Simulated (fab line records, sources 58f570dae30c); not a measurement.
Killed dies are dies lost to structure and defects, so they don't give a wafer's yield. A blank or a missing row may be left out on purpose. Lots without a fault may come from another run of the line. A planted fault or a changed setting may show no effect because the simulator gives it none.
Which tool did it? | flow berkeley_cmos170 | 13 lots, 39 wafers sampled, at 3 steps of a route of 331

WHAT THE GAUGES READ, wafer by wafer
UCB170_M3_RS_MEAS_02: measures by four-point-probe.
lot  | measured     | on            | M3_AL_RS (ohm/sq)
L858 | day 7 11:59  | film_metro-01 | 0.0319 0.0319 0.0319
L857 | day 7 13:41  | film_metro-03 | 0.0328 0.0322 0.0326
L859 | day 8 03:19  | film_metro-03 | 0.0317 0.0318 0.0317
L860 | day 8 13:31  | film_metro-01 | 0.0319 0.0320 0.0326
L861 | day 8 22:30  | film_metro-01 | 0.0318 0.0319 0.0319
L862 | day 8 22:46  | film_metro-03 | 0.0323 0.0325 0.0323
L863 | day 9 06:39  | film_metro-02 | 0.0317 0.0319 0.0320
L866 | day 9 20:38  | film_metro-01 | 0.0320 0.0317 0.0319
L867 | day 10 05:54 | film_metro-03 | 0.0323 0.0322 0.0323
L869 | day 10 08:35 | film_metro-02 | 0.0316 0.0318 0.0315
L871 | day 11 02:25 | film_metro-02 | 0.0321 0.0255 0.0257 0.0321 0.0255 0.0257
L879 | day 12 03:20 | film_metro-03 | 0.0317 0.0317 0.0316
L880 | day 12 21:18 | film_metro-03 | 0.0320 0.0316 0.0320

UCB170_M3_THK_MEAS_03: measures by xrf.
lot  | measured     | on            | M3_AL_THK (nm)
L858 | day 7 12:06  | film_metro-01 | 911 910 906
L857 | day 7 13:48  | film_metro-03 | 888 904 891
L859 | day 8 03:25  | film_metro-03 | 913 910 907
L860 | day 8 13:37  | film_metro-01 | 918 914 896
L861 | day 8 22:37  | film_metro-01 | 920 917 917
L862 | day 8 22:52  | film_metro-03 | 893 887 890
L863 | day 9 06:46  | film_metro-02 | 924 918 917
L866 | day 9 20:44  | film_metro-01 | 907 913 909
L867 | day 10 06:00 | film_metro-03 | 898 905 894
L869 | day 10 08:41 | film_metro-02 | 922 921 925
L871 | day 11 12:17 | film_metro-02 | 911 1142 1137 911 1138 1143
L879 | day 12 03:26 | film_metro-03 | 910 908 911
L880 | day 12 21:25 | film_metro-03 | 908 915 900

WHICH TOOL RAN EACH LOT (tool, then ch and the chambers of the sampled wafers, then the start)
lot  | UCB170_M3_SPUTTER_01
L858 | pvd_sputter-01, day 7 11:53
L857 | pvd_sputter-02, day 7 13:36
L859 | pvd_sputter-04, day 8 03:12
L860 | pvd_sputter-01, day 8 13:25
L861 | pvd_sputter-04, day 8 22:24
L862 | pvd_sputter-02, day 8 22:38
L863 | pvd_sputter-04, day 9 06:34
L866 | pvd_sputter-01, day 9 20:30
L867 | pvd_sputter-02, day 10 05:46
L869 | pvd_sputter-04, day 10 08:29
L871 | pvd_sputter-01, day 11 02:19
L879 | pvd_sputter-04, day 12 03:14
L880 | pvd_sputter-02, day 12 21:13
- UCB170_M3_SPUTTER_01: material Al, target thk 900 nm, time 120 s.

WHAT THE TOOLS THEMSELVES READ (means of the sampled wafers that have a number; where no wafer has one, the mark that the record gives instead)
UCB170_M3_SPUTTER_01.
lot  | tool           | cathode_dc_power_W (W) | throttle_valve_pct (%)
L858 | pvd_sputter-01 | 6000.6                 | 30.2
L857 | pvd_sputter-02 | 5999.6                 | 31.0
L859 | pvd_sputter-04 | 6000.2                 | 29.7
L860 | pvd_sputter-01 | 6000.7                 | 29.9
L861 | pvd_sputter-04 | 6000.3                 | 29.9
L862 | pvd_sputter-02 | 6000.1                 | 30.7
L863 | pvd_sputter-04 | 6001.2                 | 29.6
L866 | pvd_sputter-01 | 6000.1                 | 29.9
L867 | pvd_sputter-02 | 6001.6                 | 30.7
L869 | pvd_sputter-04 | 5999.5                 | 29.5
L871 | pvd_sputter-01 | 7017.6                 | 30.3
L879 | pvd_sputter-04 | 5999.9                 | 29.8
L880 | pvd_sputter-02 | 6000.3                 | 31.4

THE ANSWER, worked out from the rows above alone
Rule: what is usual is taken from the lots themselves. Put in order of their means at a reading, lots are off if they are a third of the lots or fewer, leave a main group of 4 or more, and stand apart from it by a gap of 3 or more times the standard deviation of the main group's means; of several such gaps the widest counts. A main group whose means are all the same, to the digits that the tables above print for the reading, isn't used. A lot without any number at a reading at which 4 lots or more have one is off too. The other lots that the step has rows for count as sound. The gauges are gone through in route order, then the tools' own readings, and for those a lot's mean is taken as printed above. The first step at which some lot is off is used, and at that step the reading that is off furthest; a lot without a number counts as furthest.
Off: L871, at UCB170_M3_RS_MEAS_02 (M3_AL_RS). The main group: mean 0.0320 ohm/sq, standard deviation 0.00028.
A tool fits if, at a process step before that reading, it ran every lot that is off, and no sound lot after the first of them. The gauges at UCB170_M3_RS_MEAS_02 aren't tried: what is off there is off at UCB170_M3_SPUTTER_01 too, on other tools, and a gauge's error can't cause that. One fits: pvd_sputter-01 at UCB170_M3_SPUTTER_01. Its last sound lot is L866 (day 9 20:30), its first lot that is off L871 (day 11 02:19): a fault that began between those two fits.
The tool's own readings at UCB170_M3_SPUTTER_01 bear it out: on the lots that are off they differ by more than 5 times the standard deviation of the sound lots' means. cathode_dc_power_W reads 7017.6 W there against 6000.3 W on the sound lots.

WHAT THE SIMULATOR HAD PUT IN
Process parameter drift: pvd_sputter-01, from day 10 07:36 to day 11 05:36, at UCB170_M3_SPUTTER_01. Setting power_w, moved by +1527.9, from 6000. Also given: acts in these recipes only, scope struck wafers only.
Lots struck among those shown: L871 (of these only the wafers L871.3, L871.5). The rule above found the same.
